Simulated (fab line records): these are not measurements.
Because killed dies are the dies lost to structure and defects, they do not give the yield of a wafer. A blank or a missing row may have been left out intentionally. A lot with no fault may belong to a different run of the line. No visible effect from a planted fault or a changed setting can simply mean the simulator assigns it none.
fab line records + flow rit-cmos
record:
- lots: 14
- wafers: 42
- last-day: 7
route steps=202 shown NRETRO@61 GATE@93 NLDD@112 NSD@140 M1@202
lots untouched by any fault: they come from a run of this same line in which no faults occurred
start-h: start of the lot's first displayed wafer, in hours after the record's first day + wait-h: hours from the lot's prior step to this one + " the same as in the row above + L1.1+2: several wafers, shown together as one row + - value missing, or start not given + * or withheld: withheld + < > ~ a bound
route shown NAME@n: names a module that has steps shown in the file, with the first one's number in the route + usual: the fault-free wafers' mean and standard deviation + same: alike in all rows + chamber/n: place in a boat + sites: readings site by site + _std_site: their standard deviation + _edge_site: mean of outer sites minus mean of inner sites + radius-mm: how far each site lies from the wafer's centre + mask NAME#n: copy n + behind: the last tool/chamber to shape the wafer + hold: why the lot went on hold/how many hours it stayed there/how the hold came to an end + device: the n, p or np transistor that did not switch + end of line: tests run on the same wafers once the route is complete + a step given without rows: its recipe and nothing more + killed: the dies lost at the first sort to structure and to defects; this is not the yield of the wafer + map: a wafer's dies, x killed, . not, _ none there
set.NAME: the setting that was run; set.NAME@STEP: the one run at that earlier step + model.NAME: the simulator's own value behind a step, which no gauge read
steps of the route over a sample of lots; a table a step, a row a wafer
services: when a tool's chamber went out of use (start-h, in hours from the record's first day, below 0 if earlier), for how many hours, and the reason
== steps ==
step: RIT_NRETRO_IMPLANT_08
recipe:
- species: P
- energy-kev: 70
- dose-cm2: 1e+13
- tilt-deg: 7
usual:
- beam-energy-keV: 70.006/0.022
same:
- implant-ion-amu: 31
| lot.wafer | tool         | chamber | start-h | wait-h | beam-energy-keV |
|-----------|--------------|---------|---------|--------|-----------------|
| L722.2    | implanter-04 | 0       | 30.34   | 0.2    | 70.008          |
| L722.3    | "            | 0       | "       | "      | 70.026          |
| L722.5    | "            | 0       | "       | "      | 70.017          |
| L723.3    | implanter-04 | 0       | 34.74   | 0.2    | 70.011          |
| L723.5    | "            | 0       | "       | "      | 70.010          |
| L723.6    | "            | 0       | "       | "      | 70.012          |
| L724.2    | implanter-01 | 0       | 40.90   | 0.2    | 69.977          |
| L724.5    | "            | 0       | "       | "      | 69.980          |
| L724.6    | "            | 0       | "       | "      | 69.971          |
| L725.1    | implanter-02 | 0       | 43.94   | 0.2    | 69.980          |
| L725.4    | "            | 0       | "       | "      | 70.005          |
| L725.6    | "            | 0       | "       | "      | 69.980          |
| L726.1    | implanter-01 | 0       | 50.19   | 0.2    | 70.017          |
| L726.4    | "            | 0       | "       | "      | 70.001          |
| L726.6    | "            | 0       | "       | "      | 69.997          |
| L731.1    | implanter-04 | 0       | 74.62   | 0.2    | 69.992          |
| L731.3    | "            | 0       | "       | "      | 70.004          |
| L731.5    | "            | 0       | "       | "      | 70.068          |
| L732.1    | implanter-04 | 0       | 79.83   | 0.2    | 69.967          |
| L732.5    | "            | 0       | "       | "      | 70.005          |
| L732.6    | "            | 0       | "       | "      | 70.026          |
| L734.2    | implanter-04 | 0       | 90.41   | 0.2    | 45.494          |
| L734.3    | "            | 0       | "       | "      | 45.483          |
| L734.4    | "            | 0       | "       | "      | 45.538          |
| L737.1    | implanter-02 | 0       | 103.95  | 0.2    | 69.977          |
| L737.2    | "            | 0       | "       | "      | 69.987          |
| L737.3    | "            | 0       | "       | "      | 70.019          |
| L736.2    | implanter-04 | 0       | 111.22  | 0.2    | 45.501          |
| L736.3    | "            | 0       | "       | "      | 45.483          |
| L736.4    | "            | 0       | "       | "      | 45.475          |
| L739.2    | implanter-02 | 0       | 117.52  | 0.2    | 70.022          |
| L739.4    | "            | 0       | "       | "      | 70.014          |
| L739.6    | "            | 0       | "       | "      | 70.005          |
| L740.3    | implanter-01 | 0       | 121.69  | 0.2    | 69.950          |
| L740.4    | "            | 0       | "       | "      | 69.993          |
| L740.5    | "            | 0       | "       | "      | 70.022          |
| L743.1    | implanter-01 | 0       | 134.44  | 0.2    | 70.010          |
| L743.3    | "            | 0       | "       | "      | 70.033          |
| L743.6    | "            | 0       | "       | "      | 70.017          |
| L744.1    | implanter-01 | 0       | 139.91  | 0.2    | 70.028          |
| L744.2    | "            | 0       | "       | "      | 70.044          |
| L744.4    | "            | 0       | "       | "      | 70.030          |
step: RIT_NRETRO_TW_MEAS_10
usual:
- NRETRO_TW: 1055/6.2
| lot.wafer | tool          | chamber | start-h | wait-h | hold                     | NRETRO_TW |
|-----------|---------------|---------|---------|--------|--------------------------|-----------|
| L722.2    | film-metro-01 | -       | 30.65   | 0.1    | -                        | 1053      |
| L722.3    | "             | -       | "       | "      | -                        | 1051      |
| L722.5    | "             | -       | "       | "      | -                        | 1059      |
| L723.3    | film-metro-01 | -       | 35.03   | 0.1    | -                        | 1053      |
| L723.5    | "             | -       | "       | "      | -                        | 1057      |
| L723.6    | "             | -       | "       | "      | -                        | 1055      |
| L724.2    | film-metro-03 | -       | 41.21   | 0.1    | -                        | 1065      |
| L724.5    | "             | -       | "       | "      | -                        | 1057      |
| L724.6    | "             | -       | "       | "      | -                        | 1059      |
| L725.1    | film-metro-01 | -       | 44.27   | 0.1    | -                        | 1053      |
| L725.4    | "             | -       | "       | "      | -                        | 1051      |
| L725.6    | "             | -       | "       | "      | -                        | 1060      |
| L726.1    | film-metro-03 | -       | 50.51   | 0.1    | -                        | 1064      |
| L726.4    | "             | -       | "       | "      | -                        | 1065      |
| L726.6    | "             | -       | "       | "      | -                        | 1057      |
| L731.1    | film-metro-01 | -       | 74.94   | 0.1    | -                        | 1065      |
| L731.3    | "             | -       | "       | "      | -                        | 1069      |
| L731.5    | "             | -       | "       | "      | -                        | 1066      |
| L732.1    | film-metro-03 | -       | 80.15   | 0.1    | -                        | 1054      |
| L732.5    | "             | -       | "       | "      | -                        | 1054      |
| L732.6    | "             | -       | "       | "      | -                        | 1064      |
| L734.2    | film-metro-01 | -       | 90.72   | 0.1    | await-dispo/0.2h/release | 944       |
| L734.3    | "             | -       | "       | "      | await-dispo/0.2h/release | 953       |
| L734.4    | "             | -       | "       | "      | await-dispo/0.2h/release | 950       |
| L734.2    | film-metro-01 | -       | 90.95   | 0.2    | -                        | 951       |
| L734.3    | "             | -       | "       | "      | -                        | 953       |
| L734.4    | "             | -       | "       | "      | -                        | 951       |
| L737.1    | film-metro-01 | -       | 104.27  | 0.1    | -                        | 1051      |
| L737.2    | "             | -       | "       | "      | -                        | 1050      |
| L737.3    | "             | -       | "       | "      | -                        | 1048      |
| L736.2    | film-metro-03 | -       | 111.53  | 0.1    | await-dispo/0.2h/release | 949       |
| L736.3    | "             | -       | "       | "      | await-dispo/0.2h/release | 950       |
| L736.4    | "             | -       | "       | "      | await-dispo/0.2h/release | 950       |
| L736.2    | film-metro-03 | -       | 111.85  | 0.3    | -                        | 950       |
| L736.3    | "             | -       | "       | "      | -                        | 950       |
| L736.4    | "             | -       | "       | "      | -                        | 943       |
| L739.2    | film-metro-02 | -       | 117.83  | 0.1    | -                        | 1040      |
| L739.4    | "             | -       | "       | "      | -                        | 1039      |
| L739.6    | "             | -       | "       | "      | -                        | 1042      |
| L740.3    | film-metro-02 | -       | 122.02  | 0.1    | -                        | 1048      |
| L740.4    | "             | -       | "       | "      | -                        | 1053      |
| L740.5    | "             | -       | "       | "      | -                        | 1048      |
| L743.1    | film-metro-03 | -       | 134.77  | 0.1    | -                        | 1061      |
| L743.3    | "             | -       | "       | "      | -                        | 1053      |
| L743.6    | "             | -       | "       | "      | -                        | 1063      |
| L744.1    | film-metro-02 | -       | 140.24  | 0.1    | -                        | 1045      |
| L744.2    | "             | -       | "       | "      | -                        | 1049      |
| L744.4    | "             | -       | "       | "      | -                        | 1046      |
step: RIT_GATE_OVL_MEAS_17
usual:
- GATE_OVL: -0.5/1.6
| lot.wafer | tool       | chamber | start-h | wait-h | GATE_OVL[nm] |
|-----------|------------|---------|---------|--------|--------------|
| L722.2    | overlay-02 | -       | 36.98   | 0.1    | -1.5         |
| L722.3    | "          | -       | "       | "      | -2.2         |
| L722.5    | "          | -       | "       | "      | -0.9         |
| L723.3    | overlay-02 | -       | 42.60   | 0.1    | -0.1         |
| L723.5    | "          | -       | "       | "      | -1.0         |
| L723.6    | "          | -       | "       | "      | -0.9         |
| L724.2    | overlay-02 | -       | 47.68   | 0.1    | -0.1         |
| L724.5    | "          | -       | "       | "      | 0.3          |
| L724.6    | "          | -       | "       | "      | -0.2         |
| L725.1    | overlay-01 | -       | 50.68   | 0.1    | 1.1          |
| L725.4    | "          | -       | "       | "      | -2.1         |
| L725.6    | "          | -       | "       | "      | -0.4         |
| L726.1    | overlay-01 | -       | 56.79   | 0.1    | -1.2         |
| L726.4    | "          | -       | "       | "      | -1.8         |
| L726.6    | "          | -       | "       | "      | -1.0         |
| L731.1    | overlay-01 | -       | 81.18   | 0.1    | -1.2         |
| L731.3    | "          | -       | "       | "      | -3.1         |
| L731.5    | "          | -       | "       | "      | 0.2          |
| L732.1    | overlay-01 | -       | 86.57   | 0.1    | -0.7         |
| L732.5    | "          | -       | "       | "      | -0.6         |
| L732.6    | "          | -       | "       | "      | -0.3         |
| L734.2    | overlay-01 | -       | 103.46  | 0.1    | -3.5         |
| L734.3    | "          | -       | "       | "      | -1.7         |
| L734.4    | "          | -       | "       | "      | -3.3         |
| L737.1    | overlay-01 | -       | 111.08  | 0.1    | 2.0          |
| L737.2    | "          | -       | "       | "      | 2.0          |
| L737.3    | "          | -       | "       | "      | -0.9         |
| L739.2    | overlay-02 | -       | 123.97  | 0.1    | 1.1          |
| L739.4    | "          | -       | "       | "      | -0.2         |
| L739.6    | "          | -       | "       | "      | 1.5          |
| L736.2    | overlay-02 | -       | 126.39  | 0.1    | -1.7         |
| L736.3    | "          | -       | "       | "      | 0.4          |
| L736.4    | "          | -       | "       | "      | -2.8         |
| L740.3    | overlay-02 | -       | 128.33  | 0.1    | -1.3         |
| L740.4    | "          | -       | "       | "      | -2.2         |
| L740.5    | "          | -       | "       | "      | -0.3         |
| L743.1    | overlay-01 | -       | 141.04  | 0.1    | -1.8         |
| L743.3    | "          | -       | "       | "      | -0.7         |
| L743.6    | "          | -       | "       | "      | -2.8         |
| L744.1    | overlay-01 | -       | 147.22  | 0.1    | -1.7         |
| L744.2    | "          | -       | "       | "      | 0.4          |
| L744.4    | "          | -       | "       | "      | -3.1         |
step: RIT_NLDD_STRIP_09
recipe:
- chemistry: O2
- time-s: 180
- resist: NOVOLAK
- platen-temp-c: withheld
- power-w: 500
- pressure-mtorr: 4000
- o2-flow-sccm: 4000
usual:
- drypump-motor-current-A: 5.9/0.37
| lot.wafer | tool            | chamber | start-h | wait-h | drypump-motor-current-A | rf-hours-counter-h |
|-----------|-----------------|---------|---------|--------|-------------------------|--------------------|
| L722.2    | plasma-asher-03 | 0       | 42.65   | 0.1    | 6.1                     | 27                 |
| L722.3    | "               | 1       | "       | "      | 5.7                     | -                  |
| L722.5    | "               | 1       | "       | "      | 5.7                     | -                  |
| L723.3    | plasma-asher-02 | 0       | 47.53   | 0.1    | 6.0                     | -                  |
| L723.5    | "               | 0       | "       | "      | 5.9                     | -                  |
| L723.6    | "               | 1       | "       | "      | 6.1                     | -                  |
| L724.2    | plasma-asher-02 | 0       | 52.43   | 0.1    | 6.0                     | 43                 |
| L724.5    | "               | 0       | "       | "      | 6.0                     | -                  |
| L724.6    | "               | 1       | "       | "      | 6.1                     | -                  |
| L725.1    | plasma-asher-04 | 0       | 55.62   | 0.1    | 6.3                     | 41                 |
| L725.4    | "               | 1       | "       | "      | 5.2                     | -                  |
| L725.6    | "               | 1       | "       | "      | 5.2                     | -                  |
| L726.1    | plasma-asher-04 | 1       | 61.84   | 0.1    | 5.2                     | 42                 |
| L726.4    | "               | 1       | "       | "      | 5.3                     | -                  |
| L726.6    | "               | 1       | "       | "      | 5.3                     | -                  |
| L731.1    | plasma-asher-03 | 0       | 86.36   | 0.1    | 6.1                     | 32                 |
| L731.3    | "               | 0       | "       | "      | 6.1                     | -                  |
| L731.5    | "               | 1       | "       | "      | 5.7                     | -                  |
| L732.1    | plasma-asher-02 | 1       | 91.62   | 0.1    | 6.1                     | 47                 |
| L732.5    | "               | 0       | "       | "      | 6.0                     | -                  |
| L732.6    | "               | 1       | "       | "      | 6.1                     | -                  |
| L734.2    | plasma-asher-04 | 1       | 108.83  | 0.1    | 5.3                     | 46                 |
| L734.3    | "               | 1       | "       | "      | 5.3                     | -                  |
| L734.4    | "               | 0       | "       | "      | 6.3                     | -                  |
| L737.1    | plasma-asher-04 | 0       | 115.87  | 0.1    | 6.3                     | 47                 |
| L737.2    | "               | 1       | "       | "      | 5.3                     | 47                 |
| L737.3    | "               | 0       | "       | "      | 6.3                     | -                  |
| L739.2    | plasma-asher-02 | 0       | 128.79  | 0.1    | 6.0                     | 51                 |
| L739.4    | "               | 1       | "       | "      | 6.1                     | -                  |
| L739.6    | "               | 0       | "       | "      | 6.0                     | -                  |
| L736.2    | plasma-asher-03 | 0       | 132.17  | 0.1    | 6.1                     | 35                 |
| L736.3    | "               | 0       | "       | "      | 6.1                     | -                  |
| L736.4    | "               | 1       | "       | "      | 5.7                     | -                  |
| L740.3    | plasma-asher-04 | 0       | 133.13  | 0.1    | 6.3                     | -                  |
| L740.4    | "               | 1       | "       | "      | 5.3                     | -                  |
| L740.5    | "               | 1       | "       | "      | 5.3                     | -                  |
| L743.1    | plasma-asher-04 | 0       | 146.03  | 0.1    | 6.3                     | 51                 |
| L743.3    | "               | 1       | "       | "      | 5.3                     | -                  |
| L743.6    | "               | 1       | "       | "      | 5.3                     | -                  |
| L744.1    | plasma-asher-04 | 0       | 152.10  | 0.1    | 6.3                     | 51                 |
| L744.2    | "               | 1       | "       | "      | 5.3                     | 51                 |
| L744.4    | "               | 1       | "       | "      | 5.3                     | -                  |
step: RIT_NSD_STRIP_09
recipe:
- chemistry: O2
- time-s: 180
- resist: NOVOLAK
- platen-temp-c: withheld
- power-w: 500
- pressure-mtorr: 4000
- o2-flow-sccm: 4000
usual:
- drypump-motor-current-A: 5.9/0.31
| lot.wafer | tool            | chamber | start-h | wait-h | drypump-motor-current-A | rf-hours-counter-h |
|-----------|-----------------|---------|---------|--------|-------------------------|--------------------|
| L722.2    | plasma-asher-03 | 1       | 48.11   | 0.1    | 5.7                     | 28                 |
| L722.3    | "               | 1       | "       | "      | 5.8                     | -                  |
| L722.5    | "               | 1       | "       | "      | 5.8                     | -                  |
| L723.3    | plasma-asher-01 | 0       | 52.94   | 0.1    | 6.2                     | -                  |
| L723.5    | "               | 1       | "       | "      | 5.3                     | -                  |
| L723.6    | "               | 0       | "       | "      | 6.2                     | -                  |
| L724.2    | plasma-asher-01 | 1       | 57.98   | 0.1    | 5.2                     | 38                 |
| L724.5    | "               | 1       | "       | "      | 5.2                     | -                  |
| L724.6    | "               | 0       | "       | "      | 6.2                     | -                  |
| L725.1    | plasma-asher-02 | 0       | 61.22   | 0.1    | 6.0                     | 44                 |
| L725.4    | "               | 0       | "       | "      | 6.0                     | -                  |
| L725.6    | "               | 0       | "       | "      | 6.0                     | -                  |
| L726.1    | plasma-asher-01 | 1       | 67.35   | 0.1    | 5.2                     | 39                 |
| L726.4    | "               | 1       | "       | "      | 5.2                     | -                  |
| L726.6    | "               | 0       | "       | "      | 6.2                     | -                  |
| L731.1    | plasma-asher-01 | 0       | 91.84   | 0.1    | 6.2                     | 42                 |
| L731.3    | "               | 1       | "       | "      | 5.3                     | -                  |
| L731.5    | "               | 1       | "       | "      | 5.2                     | -                  |
| L732.1    | plasma-asher-01 | 1       | 97.39   | 0.1    | 5.2                     | 43                 |
| L732.5    | "               | 0       | "       | "      | 6.2                     | -                  |
| L732.6    | "               | 1       | "       | "      | 5.2                     | -                  |
| L734.2    | plasma-asher-02 | 1       | 118.15  | 0.1    | 6.1                     | 49                 |
| L734.3    | "               | 0       | "       | "      | 6.0                     | -                  |
| L734.4    | "               | 1       | "       | "      | 6.1                     | -                  |
| L737.1    | plasma-asher-02 | 1       | 121.27  | 0.1    | 6.0                     | 50                 |
| L737.2    | "               | 0       | "       | "      | 6.0                     | 50                 |
| L737.3    | "               | 1       | "       | "      | 6.0                     | -                  |
| L739.2    | plasma-asher-03 | 0       | 134.41  | 0.1    | 6.1                     | 37                 |
| L739.4    | "               | 0       | "       | "      | 6.1                     | -                  |
| L739.6    | "               | 1       | "       | "      | 5.7                     | -                  |
| L736.2    | plasma-asher-01 | 1       | 137.51  | 0.1    | 5.2                     | 0                  |
| L736.3    | "               | 1       | "       | "      | 5.2                     | -                  |
| L736.4    | "               | 0       | "       | "      | 6.2                     | -                  |
| L740.3    | plasma-asher-03 | 0       | 138.77  | 0.1    | 6.1                     | -                  |
| L740.4    | "               | 1       | "       | "      | 5.7                     | -                  |
| L740.5    | "               | 0       | "       | "      | 6.1                     | -                  |
| L743.1    | plasma-asher-03 | 1       | 151.63  | 0.1    | 5.7                     | 39                 |
| L743.3    | "               | 1       | "       | "      | 5.7                     | -                  |
| L743.6    | "               | 0       | "       | "      | 6.1                     | -                  |
| L744.1    | plasma-asher-03 | 0       | 157.64  | 0.1    | 6.1                     | 40                 |
| L744.2    | "               | 1       | "       | "      | 5.7                     | 40                 |
| L744.4    | "               | 1       | "       | "      | 5.7                     | -                  |
step: RIT_M1_PROBE_99
usual:
- killed_at_M0_to_M3: 0.0/0.14
- killed-at-contacts: 0.1/0.29
- killed-at-front-end: 6.3/2.8
- killed-dies: 6.4/2.8
- killed-open: 3.3/1.7
- killed-short: 3.1/1.9
same:
- gross-dies: 264
- killed_at_M4_up: 0
- killed-at-back-side: 0
- killed-at-other: 0
| lot.wafer | tool      | chamber | start-h | wait-h | killed_at_M0_to_M3 | killed-at-contacts | killed-at-front-end | killed-dies | killed-open | killed-short |
|-----------|-----------|---------|---------|--------|--------------------|--------------------|---------------------|-------------|-------------|--------------|
| L722.2    | prober-01 | -       | 57.86   | 0.1    | 0                  | 0                  | 9                   | 9           | 3           | 6            |
| L722.3    | prober-01 | -       | 57.91   | 0.2    | 0                  | 0                  | 2                   | 2           | 1           | 1            |
| L722.5    | prober-01 | -       | 58.01   | 0.2    | 0                  | 0                  | 9                   | 9           | 5           | 4            |
| L723.3    | prober-02 | -       | 63.54   | 0.2    | 0                  | 0                  | 4                   | 4           | 3           | 1            |
| L723.5    | prober-02 | -       | 63.64   | 0.2    | 0                  | 0                  | 7                   | 7           | 3           | 4            |
| L723.6    | prober-02 | -       | 63.69   | 0.2    | 0                  | 0                  | 5                   | 5           | 2           | 3            |
| L731.1    | prober-02 | -       | 103.04  | 0.1    | 0                  | 0                  | 7                   | 7           | 6           | 1            |
| L731.3    | prober-02 | -       | 103.14  | 0.2    | 0                  | 0                  | 6                   | 6           | 1           | 5            |
| L731.5    | prober-02 | -       | 103.24  | 0.2    | 0                  | 0                  | 9                   | 9           | 6           | 3            |
| L734.2    | prober-01 | -       | 127.91  | 0.1    | 0                  | 0                  | 8                   | 8           | 3           | 5            |
| L734.3    | prober-01 | -       | 127.96  | 0.2    | 0                  | 0                  | 3                   | 3           | 2           | 1            |
| L734.4    | prober-01 | -       | 128.01  | 0.2    | 0                  | 0                  | 5                   | 5           | 2           | 3            |
| L737.1    | prober-02 | -       | 131.16  | 0.1    | 0                  | 0                  | 12                  | 12          | 6           | 6            |
| L737.2    | prober-02 | -       | 131.21  | 0.1    | 0                  | 0                  | 12                  | 12          | 7           | 5            |
| L737.3    | prober-02 | -       | 131.26  | 0.2    | 0                  | 0                  | 13                  | 13          | 6           | 7            |
| L736.2    | prober-02 | -       | 147.00  | 0.1    | 0                  | 0                  | 10                  | 10          | 4           | 6            |
| L736.3    | prober-02 | -       | 147.05  | 0.2    | 1                  | 0                  | 4                   | 5           | 2           | 3            |
| L736.4    | prober-02 | -       | 147.10  | 0.2    | 0                  | 0                  | 9                   | 9           | 4           | 5            |
| L740.3    | prober-01 | -       | 148.48  | 0.2    | 0                  | 0                  | 2                   | 2           | 1           | 1            |
| L740.4    | prober-01 | -       | 148.53  | 0.2    | 0                  | 0                  | 4                   | 4           | 1           | 3            |
| L740.5    | prober-01 | -       | 148.58  | 0.2    | 0                  | 0                  | 6                   | 6           | 3           | 3            |
| L743.1    | prober-02 | -       | 161.38  | 0.1    | 0                  | 0                  | 8                   | 8           | 5           | 3            |
| L743.3    | prober-02 | -       | 161.48  | 0.2    | 0                  | 0                  | 7                   | 7           | 2           | 5            |
| L743.6    | prober-02 | -       | 161.63  | 0.2    | 0                  | 0                  | 2                   | 2           | 1           | 1            |
| L744.1    | prober-01 | -       | 167.12  | 0.1    | 0                  | 0                  | 5                   | 5           | 2           | 3            |
| L744.2    | prober-01 | -       | 167.17  | 0.1    | 0                  | 0                  | 4                   | 4           | 2           | 2            |
| L744.4    | prober-01 | -       | 167.27  | 0.2    | 0                  | 0                  | 4                   | 4           | 2           | 2            |
killed by level:class
L722.2 FOX2:geometric-particle:short=2 SPACER:geometric-particle:short=2 SILICIDE:geometric-particle:open=2 ACTIVE:geometric-particle:short=1 GATE:geometric-particle:short=1 SPACER:geometric-particle:open=1
L722.3 REOX:geometric-particle:short=1 SPACER:geometric-particle:open=1
L722.5 FOX2:geometric-particle:open=2 GATE:geometric-particle:short=2 GATE:geometric-particle:open=1 REOX:geometric-particle:short=1 REOX:geometric-particle:open=1 SPACER:geometric-particle:short=1 SILICIDE:geometric-particle:open=1
L723.3 GATE:geometric-particle:open=2 SPACER:geometric-particle:short=1 SPACER:geometric-particle:open=1
L723.5 GATE:geometric-particle:open=2 GATE:geometric-particle:short=2 REOX:geometric-particle:open=1 REOX:geometric-particle:short=1 SILICIDE:geometric-particle:short=1
L723.6 GATE:geometric-particle:short=2 FOX2:geometric-particle:short=1 GATE:geometric-particle:open=1 SPACER:geometric-particle:open=1
L731.1 SPACER:geometric-particle:open=4 FOX2:geometric-particle:open=1 SPACER:geometric-particle:short=1 STARTING-WAFER:geometric-particle:open=1
L731.3 SPACER:geometric-particle:short=2 GATE:geometric-particle:short=1 REOX:geometric-particle:short=1 REOX:geometric-particle:open=1 SILICIDE:geometric-particle:short=1
L731.5 GATE:geometric-particle:open=3 GATE:geometric-particle:short=2 SPACER:geometric-particle:open=2 REOX:geometric-particle:short=1 REOX:geometric-particle:open=1
L734.2 GATE:geometric-particle:short=3 GATE:geometric-particle:open=1 REOX:geometric-particle:short=1 SPACER:geometric-particle:open=1 SILICIDE:geometric-particle:short=1 SILICIDE:geometric-particle:open=1
L734.3 FOX1:geometric-particle:short=1 FOX1:geometric-particle:open=1 GATE:geometric-particle:open=1
L734.4 FOX1:geometric-particle:open=1 FOX2:geometric-particle:open=1 GATE:geometric-particle:short=1 REOX:geometric-particle:short=1 SILICIDE:geometric-particle:short=1
L737.1 GATE:geometric-particle:short=5 FOX2:geometric-particle:open=2 SILICIDE:geometric-particle:open=2 FOX1:geometric-particle:open=1 FOX2:geometric-particle:short=1 GATE:geometric-particle:open=1
L737.2 FOX1:geometric-particle:open=2 GATE:geometric-particle:short=2 REOX:geometric-particle:short=2 SPACER:geometric-particle:open=2 FOX1:geometric-particle:short=1 GATE:geometric-particle:open=1 REOX:geometric-particle:open=1 SILICIDE:geometric-particle:open=1
L737.3 GATE:geometric-particle:short=5 GATE:geometric-particle:open=4 FOX1:geometric-particle:short=1 FOX2:geometric-particle:short=1 FOX2:geometric-particle:open=1 SILICIDE:geometric-particle:open=1
L736.2 FOX1:geometric-particle:short=3 GATE:geometric-particle:open=2 FOX1:geometric-particle:open=1 GATE:geometric-particle:short=1 REOX:geometric-particle:short=1 SPACER:geometric-particle:open=1 SILICIDE:geometric-particle:short=1
L736.3 FOX1:geometric-particle:short=1 FOX2:geometric-particle:open=1 FOX2:geometric-particle:short=1 GATE:geometric-particle:open=1 M1:geometric-particle:short=1
L736.4 FOX1:geometric-particle:short=2 FOX1:geometric-particle:open=2 GATE:geometric-particle:short=2 FOX2:geometric-particle:short=1 GATE:geometric-particle:open=1 SPACER:geometric-particle:open=1
L740.3 FOX1:geometric-particle:open=1 SPACER:geometric-particle:short=1
L740.4 GATE:geometric-particle:short=2 FOX2:geometric-particle:short=1 GATE:geometric-particle:open=1
L740.5 GATE:geometric-particle:open=2 FOX2:geometric-particle:open=1 FOX2:geometric-particle:short=1 GATE:geometric-particle:short=1 REOX:geometric-particle:short=1
L743.1 SILICIDE:geometric-particle:open=3 SPACER:geometric-particle:short=2 FOX1:geometric-particle:open=1 FOX2:geometric-particle:short=1 SPACER:geometric-particle:open=1
L743.3 FOX2:geometric-particle:short=2 FOX2:geometric-particle:open=1 GATE:geometric-particle:short=1 SPACER:geometric-particle:short=1 SPACER:geometric-particle:open=1 SILICIDE:geometric-particle:short=1
L743.6 FOX2:geometric-particle:open=1 GATE:geometric-particle:short=1
L744.1 GATE:geometric-particle:short=2 FOX1:geometric-particle:open=1 REOX:geometric-particle:open=1 SPACER:geometric-particle:short=1
L744.2 FOX2:geometric-particle:open=2 FOX1:geometric-particle:short=1 SPACER:geometric-particle:short=1
L744.4 FOX1:geometric-particle:open=1 FOX1:geometric-particle:short=1 REOX:geometric-particle:short=1 SPACER:geometric-particle:open=1
== services ==
| tool            | chamber | start-h | hours | kind       |
|-----------------|---------|---------|-------|------------|
| plasma-asher-04 | -       | 40.20   | 13.1  | repair     |
| implanter-02    | -       | 56.59   | 8.4   | repair     |
| plasma-asher-03 | -       | 71.77   | 2.8   | pm         |
| implanter-02    | -       | 76.25   | 2.2   | repair     |
| plasma-asher-04 | -       | 83.19   | 3.2   | repair     |
| implanter-02    | -       | 100.83  | 1.0   | repair     |
| implanter-01    | -       | 106.97  | 2.5   | repair     |
| plasma-asher-01 | -       | 108.75  | 9.0   | pm         |
| plasma-asher-01 | 0       | 108.75  | 9.0   | vent-cycle |
| plasma-asher-01 | 1       | 108.75  | 9.0   | vent-cycle |
| plasma-asher-01 | 0       | 117.75  | -     | clean      |
| plasma-asher-01 | 1       | 117.75  | -     | clean      |
| plasma-asher-04 | -       | 139.44  | 1.2   | repair     |
| implanter-04    | -       | 140.12  | 1.9   | repair     |
| plasma-asher-02 | -       | 152.50  | 10.0  | pm         |
== key ==
first-sign:
- step: RIT_NRETRO_IMPLANT_08
- reading: beam-energy-keV
- direction: down
- sigmas: 99+
- usual: 70.006
- struck: 45.496
effect:
- step: RIT_NRETRO_TW_MEAS_10
- reading: visit
- direction: added
effect:
- step: RIT_NRETRO_TW_MEAS_10
- reading: NRETRO_TW
- direction: down
- sigmas: 17
- usual: 1055
- struck: 949
met-at RIT_NRETRO_IMPLANT_08
struck-lots L734,L736
tester-left-out L734,L736
not-acting-at RIT_GATE_OVL_MEAS_17,RIT_NLDD_STRIP_09,RIT_NSD_STRIP_09
onset-between 79.83 90.41
fault:
- kind: process-parameter-drift
- tool: implanter-04
- chamber: -
- onset-h: 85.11
- steps: RIT_NRETRO_IMPLANT_08
- channel: energy-kev
- offset: -24.5
- shape: step
- end-h: 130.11
- acts-in: these-recipes-only
- stated: 70
tester-left-out: of these lots the tester's yield and bins aren't shown, on N5 and GAA mostly nor the transistor test; their killed dies are dies lost to structure and defects alone, not to doping, threshold or leakage, so they don't give the yield
